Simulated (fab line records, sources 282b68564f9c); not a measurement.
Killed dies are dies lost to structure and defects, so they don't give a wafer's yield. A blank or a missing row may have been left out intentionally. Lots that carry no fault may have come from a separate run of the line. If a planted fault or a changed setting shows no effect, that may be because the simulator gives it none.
2 desks, one fault    flow rit-cmos    every desk sees just its own numbers, and what lay behind them comes last

AT THE METROLOGY DESK
Means of the sampled wafers that have a number, per lot and without regard to the tool the lot ran on: this is what the gauges read. Marked OUT: a lot whose mean sits more than 4 standard deviations from the usual mean, which makes it out of limits; the brackets give that distance.
Columns: A = M1_AL_RS at RIT_M1_RS_MEAS_01, usual 0.0734 ohm/sq; B = M1_AL_THK at RIT_M1_THK_MEAS_02, usual 398 nm; C = cd-nm at RIT_M1_CD_MEAS_09, usual 2600.3 nm; D = M1_OVL at RIT_M1_OVL_MEAS_10, usual -0.8 nm
lot   first seen here  A       B    C       D
L756  day 3 07:10      0.0735  402  2603.3  -0.3
L765  day 5 07:49      0.0747  392  2601.8  -1.5
L767  day 5 17:51      0.0737  394  2599.9  2.7
L774  day 7 04:56      0.0727  398  2601.5  -0.1
L777  day 7 18:05      0.0733  399  2602.9  0.4
L779  day 8 07:23      0.0747  389  2600.9  0.0
This desk found nothing out of limits on any of the 6 lots.

TOOL OWNER'S DESK, rie-metal-04
The tool's own readings at RIT_M1_METAL_ETCH_12 (etches Al in Cl2/BCl3, stops on SiO2, time 165 s, target depth 600 nm): means of the sampled wafers that have a number, for each lot that ran on this tool. Marked OUT: a lot whose mean sits more than 4 standard deviations from the usual mean, which makes it out of limits; the brackets give that distance.
Columns: A = drypump-motor-current-A at RIT_M1_METAL_ETCH_12, usual 5.49 A; B = he-backside-leak-sccm at RIT_M1_METAL_ETCH_12, usual 3.4 sccm; C = oes-product-au at RIT_M1_METAL_ETCH_12, usual 0.780 a.u.; D = throttle-valve-pct at RIT_M1_METAL_ETCH_12, usual 8.35 %
lot   first seen here  A     B    C      D
L756  day 3 08:38      5.57  3.6  0.765  8.44
L765  day 5 09:23      5.73  3.5  0.756  8.40
L774  day 7 06:44      5.58  3.4  0.780  8.44
L777  day 7 19:37      5.56  3.6  0.774  8.44
This desk found nothing out of limits on any of the 4 lots.

ALL TOGETHER
The metrology desk saw nothing out of limits.
The desk of the tool owner found nothing out of limits.

WHAT WAS PUT IN BY THE SIMULATOR
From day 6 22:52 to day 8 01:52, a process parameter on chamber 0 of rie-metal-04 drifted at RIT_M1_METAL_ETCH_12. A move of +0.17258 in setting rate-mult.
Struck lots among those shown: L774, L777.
